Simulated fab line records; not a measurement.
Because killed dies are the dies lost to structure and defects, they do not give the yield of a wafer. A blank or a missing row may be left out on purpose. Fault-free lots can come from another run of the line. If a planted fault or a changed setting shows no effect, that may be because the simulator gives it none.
A lot that was struck, set against a sound lot + flow rit_cmos + 18 out of 202 route steps
Sound: the wafers L778.2, L778.4, L778.6. Struck: wafers L786.2, L786.3, L786.4. Last of all comes the cause.
Each step with rows lists, per side, the tool, then ch with its chambers, then its first start. Under that, the readings that differ: sound wafers + struck wafers + difference of the means + sigmas: that difference in standard deviations of wafers without a fault.
alike: words and numbers the same on both sides, and readings whose means are apart by under 2 such deviations; not compared: readings that were withheld, readings missing a value for some wafer, numbers with overlapping values and no deviation given by the record, and bounds like >300 which may hide the same value.
A row with sigmas, a row that says differs or no value, or rows on one side alone: a step with any of these is where the two part. Numbers that have no deviation but don't overlap get no sigmas and don't part them. A reading that every wafer of one side lacks parts them only if that side has two wafers or more.

first, 3 steps without rows for these wafers: RIT_ACTIVE_CLEAN_16 (cleans in dHF, time 30 s); RIT_ACTIVE_CLEAN_17 (cleans in SC2, time 600 s); RIT_FOX1_OXIDATION_00 (target thk 350.7 nm, ox time 1130 s).
RIT_FOX1_THK_MEAS_01:
  struck on film_metro-03, day 6 04:58; sound on film_metro-02, day 4 10:26
  alike: FOX1_OXIDE_THK
then, 2 steps without rows for these wafers: RIT_FOX1_WET_ETCH_02 (etches SiO2 in BOE, target depth 350 nm, time 390 s); RIT_FOX2_OXIDATION_00 (target thk 350.7 nm, ox time 1130 s).
RIT_FOX2_THK_MEAS_01:
  struck on film_metro-03, day 6 10:09; sound on film_metro-03, day 4 13:34
  alike: FOX2_OXIDE_THK
then, 2 steps without rows for these wafers: RIT_FOX2_CLEAN_02 (cleans in dHF, time 180 s); RIT_FOX2_WET_ETCH_03 (etches Si3N4 in H3PO4, target depth 195 nm, time 2700 s).
RIT_FOX2_THK_MEAS_90:
  struck on film_metro-02, day 6 11:02; sound on film_metro-03, day 4 14:31
  alike: FIELD_OXIDE_LEFT_1_THK
then, 2 steps without rows for these wafers: RIT_NWELL_HMDS_00 (prime time 58.79 s); RIT_NWELL_COAT_01 (resist thk 1300 nm).
RIT_NWELL_SOFTBAKE_02: time 60 s.
  sound on litho_track-03 ch 0, day 4 14:53; struck on litho_track-03 ch 0, day 6 11:24
| reading                  | sound             | struck            | difference | sigmas |
|--------------------------|-------------------|-------------------|------------|--------|
| heater_power_total_W (W) | 34.53 34.49 34.52 | 31.88 31.88 31.91 | -2.62      | -54    |
| plate_temp_C (C)         | 89.96 90.13 89.83 | 84.93 84.96 84.89 | -5.05      | -46    |
  alike: exhaust_pa
then, 2 steps without rows for these wafers: RIT_NWELL_EXPOSE_03 (exposes mask M2, target cd 43900 nm); RIT_NWELL_PEB_04.
RIT_NWELL_DEVELOP_05: develop time 68 s.
  sound on litho_track-01 ch 0; struck on litho_track-03 ch 0
| reading                                    | sound          | struck         | difference | sigmas |
|--------------------------------------------|----------------|----------------|------------|--------|
| model.NOVOLAK_of_NWELL_COAT_01.thk_nm (nm) | 1303 1306 1305 | 1315 1317 1313 | +10        |        |
  alike: exhaust_pa
RIT_NWELL_OVL_MEAS_06:
  struck on overlay-02, day 6 11:58; sound on overlay-02, day 4 15:27
  alike: NWELL_OVL
RIT_M1_PROBE_99:
  rows exist in the record for the struck wafers here (prober-01, day 8 07:03), but not for the sound ones

## WHERE THEY PART
Earliest at RIT_NWELL_SOFTBAKE_02; latest, in this record, at RIT_M1_PROBE_99.

WHY: whatever the simulator had introduced
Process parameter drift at RIT_NWELL_SOFTBAKE_02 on litho_track-03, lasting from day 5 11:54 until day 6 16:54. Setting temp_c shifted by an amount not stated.
